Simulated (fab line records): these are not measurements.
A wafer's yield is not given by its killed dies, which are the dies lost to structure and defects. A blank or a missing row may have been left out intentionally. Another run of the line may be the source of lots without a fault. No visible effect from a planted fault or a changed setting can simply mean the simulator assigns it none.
Which tool did it? | flow berkeleyCmos170 | 15 lots, 45 wafers sampled, at 6 steps of a route of 331

## WHAT THE GAUGES READ, wafer by wafer
UCB170_M1_RS_MEAS_01: uses a four-point probe to measure.
lot  | measured     | on           | M1_AL_RS (ohm/sq)
L735 | day 6 22:07  | filmMetro-03 | 0.0485 0.0482 0.0486
L737 | day 7 10:54  | filmMetro-03 | 0.0493 0.0481 0.0488
L739 | day 7 11:20  | filmMetro-01 | 0.0497 0.0500 0.0499
L740 | day 7 11:26  | filmMetro-03 | 0.0484 0.0486 0.0481
L738 | day 7 12:17  | filmMetro-01 | 0.0490 0.0491 0.0480
L741 | day 7 22:59  | filmMetro-03 | 0.0488 0.0490 0.0489
L742 | day 8 21:32  | filmMetro-01 | 0.0497 0.0485 0.0485
L743 | day 8 21:44  | filmMetro-03 | 0.0495 0.0480 0.0488
L747 | day 9 05:47  | filmMetro-01 | 0.0500 0.0485 0.0501
L746 | day 9 07:22  | filmMetro-03 | 0.0492 0.0490 0.0493
L749 | day 10 03:13 | filmMetro-01 | 0.0494 0.0494 0.0494
L754 | day 11 09:16 | filmMetro-01 | 0.0487 0.0489 0.0489
L753 | day 11 09:51 | filmMetro-01 | 0.0488 0.0493 0.0494
L756 | day 11 13:46 | filmMetro-01 | 0.0486 0.0472 0.0484
L755 | day 11 13:56 | filmMetro-01 | 0.0491 0.0480 0.0487

UCB170_M2_CD_MEAS_15: the cd target is 700 nm.
lot  | measured     | on       | cdNm (nm)
L735 | day 7 10:58  | cdSem-02 | 702.0 702.1 703.0
L737 | day 8 03:21  | cdSem-02 | 701.8 702.4 702.6
L739 | day 8 03:33  | cdSem-02 | 699.7 699.9 700.2
L740 | day 8 03:52  | cdSem-02 | 700.9 699.4 699.3
L738 | day 8 03:37  | cdSem-01 | 698.6 698.3 698.8
L741 | day 8 10:51  | cdSem-02 | 699.3 700.0 700.5
L742 | day 9 07:22  | cdSem-01 | 698.6 698.9 699.9
L743 | day 9 07:59  | cdSem-01 | 700.2 700.6 700.0
L747 | day 9 15:16  | cdSem-02 | 699.4 697.9 698.8
L746 | day 9 19:32  | cdSem-01 | 700.2 700.2 700.0
L749 | day 10 13:49 | cdSem-02 | 702.5 703.1 702.5
L754 | day 11 19:17 | cdSem-01 | 700.4 701.9 700.1
L753 | day 11 19:52 | cdSem-01 | 699.2 697.7 699.3
L756 | day 12 04:43 | cdSem-01 | 698.7 698.8 698.2
L755 | day 12 04:49 | cdSem-01 | 698.5 698.5 698.1

UCB170_M2_CD_MEAS_90: the cd target is 700 nm.
lot  | measured     | on       | cdNm (nm)
L735 | day 7 11:26  | cdSem-02 | 700 707 699
L737 | day 8 03:50  | cdSem-01 | 704 704 707
L739 | day 8 04:02  | cdSem-01 | 704 705 706
L740 | day 8 04:22  | cdSem-01 | 704 697 696
L738 | day 8 04:07  | cdSem-02 | 694 697 703
L741 | day 8 11:20  | cdSem-01 | 698 698 703
L742 | day 9 07:52  | cdSem-02 | 699 705 705
L743 | day 9 08:29  | cdSem-02 | 721 720 724
L747 | day 9 15:48  | cdSem-01 | 728 726 722
L746 | day 9 20:13  | cdSem-02 | 728 723 726
L749 | day 10 14:17 | cdSem-02 | 706 707 697
L754 | day 11 19:46 | cdSem-02 | 707 707 706
L753 | day 11 20:21 | cdSem-02 | 704 694 698
L756 | day 12 05:13 | cdSem-01 | 703 706 702
L755 | day 12 05:19 | cdSem-02 | 693 701 692

UCB170_V2_BOW_MEAS_03.
lot  | measured     | on           | V2_BOW (um)
L735 | day 7 12:05  | filmMetro-03 | 29 45 39
L737 | day 8 04:28  | filmMetro-03 | 37 35 36
L739 | day 8 04:40  | filmMetro-01 | 42 31 39
L740 | day 8 05:04  | filmMetro-03 | 35 30 26
L738 | day 8 04:44  | filmMetro-04 | 19 34 41
L741 | day 8 12:03  | filmMetro-04 | 31 33 50
L742 | day 9 08:29  | filmMetro-01 | 29 39 47
L749 | day 10 14:56 | filmMetro-04 | 41 38 34
L754 | day 11 20:25 | filmMetro-03 | 32 46 49
L753 | day 11 20:59 | filmMetro-01 | 43 35 41
L756 | day 12 05:50 | filmMetro-03 | 41 26 32
L755 | day 12 06:07 | filmMetro-04 | 37 41 29

## TOOL THAT RAN EACH LOT (tool first, then ch and the chambers of the sampled wafers, then the start)
lot  | UCB170_M2_METAL_ETCH_18          | UCB170_M2_STRIP_19
L735 | rieMetal-03 ch 0,1, day 7 11:08  | plasmaAsher-02 ch 0,1, day 7 11:19
L737 | rieMetal-02 ch 0,1, day 8 03:33  | plasmaAsher-04 ch 0,1, day 8 03:43
L739 | rieMetal-04 ch 1, day 8 03:45    | plasmaAsher-04 ch 0,1, day 8 03:56
L740 | rieMetal-02 ch 0,1, day 8 04:04  | plasmaAsher-04 ch 0,1, day 8 04:16
L738 | rieMetal-03 ch 0,1, day 8 03:48  | plasmaAsher-02 ch 0,1, day 8 03:59
L741 | rieMetal-02 ch 0,1, day 8 11:04  | plasmaAsher-01 ch 0,1, day 8 11:14
L742 | rieMetal-04 ch 0,1, day 9 07:33  | plasmaAsher-02 ch 0, day 9 07:44
L743 | rieMetal-02 ch 0,1, day 9 08:13  | plasmaAsher-04 ch 0,1, day 9 08:22
L747 | rieMetal-02 ch 0,1, day 9 15:31  | plasmaAsher-01 ch 0,1, day 9 15:40
L746 | rieMetal-02 ch 1, day 9 19:47    | plasmaAsher-02 ch 0,1, day 9 20:06
L749 | rieMetal-03 ch 0,1, day 10 14:02 | plasmaAsher-04 ch 0,1, day 10 14:11
L754 | rieMetal-04 ch 0,1, day 11 19:28 | plasmaAsher-01 ch 1, day 11 19:39
L753 | rieMetal-03 ch 0,1, day 11 20:02 | plasmaAsher-02 ch 0,1, day 11 20:14
L756 | rieMetal-04 ch 0,1, day 12 04:54 | plasmaAsher-04 ch 0,1, day 12 05:05
L755 | rieMetal-03 ch 0,1, day 12 05:01 | plasmaAsher-01 ch 0,1, day 12 05:13
- UCB170_M2_METAL_ETCH_18: etches Al in Cl2/BCl3, stops on SiO2, target depth 1170 nm, time 195 s.
- UCB170_M2_STRIP_19: strips in O2.

## AS READ BY THE TOOLS THEMSELVES (means over the sampled wafers that have a number; for cases with no such wafer, the mark the record gives instead)
UCB170_M2_METAL_ETCH_18.
lot  | tool        | drypumpMotorCurrentA (A) | oesProductAu (a.u.) | runLengthS (s) | throttleValvePct (%)
L735 | rieMetal-03 | 5.7                      | 0.859               | 223.5          | 24.19
L737 | rieMetal-02 | 5.3                      | 0.854               | 223.0          | 24.48
L739 | rieMetal-04 | 5.6                      | 0.853               | 223.6          | 24.49
L740 | rieMetal-02 | 5.1                      | 0.855               | 223.2          | 24.44
L738 | rieMetal-03 | 5.7                      | 0.856               | 223.4          | 24.19
L741 | rieMetal-02 | 5.3                      | 0.853               | 222.7          | 24.46
L742 | rieMetal-04 | 5.7                      | 0.847               | 223.6          | 24.48
L743 | rieMetal-02 | 5.1                      | 1.033               | 133.6          | 24.36
L747 | rieMetal-02 | 5.3                      | 1.035               | 133.4          | 24.38
L746 | rieMetal-02 | 5.6                      | 1.031               | 133.0          | 24.42
L749 | rieMetal-03 | 5.9                      | 0.851               | 223.5          | 24.19
L754 | rieMetal-04 | 5.7                      | 0.843               | 223.4          | 24.48
L753 | rieMetal-03 | 5.7                      | 0.862               | 223.6          | 24.19
L756 | rieMetal-04 | 5.7                      | 0.852               | 223.3          | 24.48
L755 | rieMetal-03 | 5.7                      | 0.858               | 223.7          | 24.20

UCB170_M2_STRIP_19.
lot  | tool           | drypumpMotorCurrentA (A) | oesProductAu (a.u.)
L735 | plasmaAsher-02 | 5.53                     | 0.558
L737 | plasmaAsher-04 | 5.50                     | 0.524
L739 | plasmaAsher-04 | 5.76                     | 0.578
L740 | plasmaAsher-04 | 5.50                     | 0.529
L738 | plasmaAsher-02 | 5.52                     | 0.558
L741 | plasmaAsher-01 | 5.41                     | 0.519
L742 | plasmaAsher-02 | 5.55                     | 0.568
L743 | plasmaAsher-04 | 5.76                     | 0.722
L747 | plasmaAsher-01 | 5.47                     | 0.723
L746 | plasmaAsher-02 | 5.56                     | 0.718
L749 | plasmaAsher-04 | 5.74                     | 0.571
L754 | plasmaAsher-01 | 5.37                     | 0.563
L753 | plasmaAsher-02 | 5.55                     | 0.557
L756 | plasmaAsher-04 | 5.50                     | 0.545
L755 | plasmaAsher-01 | 5.40                     | 0.554

## THE ANSWER, worked out from the rows above alone
Rule: usual is defined by the lots themselves. Put in order of their means at a reading, lots are off if they are a third of the lots or fewer, leave a main group of 4 or more, and stand apart from it by a gap of 3 or more times the standard deviation of the main group's means; of several such gaps the widest counts. If all means in a main group match to the digits the tables above print for the reading, that group is not used. Also off: a lot with no number at a reading for which 4 or more lots have one. All remaining lots with rows at the step are treated as sound. Order of review: gauges by route order, followed by the tools' own readings, for which a lot's mean as printed above is used. The first step at which some lot is off is used, and at that step the reading that is off furthest; a lot without a number counts as furthest.
Off at UCB170_M2_CD_MEAS_90 (cdNm): L743, L747, L746. Mean 702 nm and standard deviation 3.3 in the main group.
If a tool, at a process step before that reading, ran all the lots that are off and no sound lot after the first of them, it fits. Not tried: the gauges at UCB170_M2_CD_MEAS_90; whatever is off there is also off at UCB170_M2_METAL_ETCH_18, on other tools, and gauge error can't account for it. One fits: rieMetal-02 at UCB170_M2_METAL_ETCH_18. Its last sound lot is L741 (day 8 11:04), its first lot that is off L743 (day 9 08:13): a fault that began between those two fits.
The tool's own readings at UCB170_M2_METAL_ETCH_18 bear it out: on the lots that are off they differ by more than 5 times the standard deviation of the sound lots' means. oesProductAu reads 1.033 a.u. there against 0.854 a.u. on the sound lots; runLengthS reads 133.3 s there against 223.4 s on the sound lots.

## WHAT THE SIMULATOR HAD INSERTED
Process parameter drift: rieMetal-02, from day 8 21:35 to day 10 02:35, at UCB170_M2_METAL_ETCH_18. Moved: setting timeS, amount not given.
Struck lots among those shown: L743, L747, L746. The same result came from the rule above.
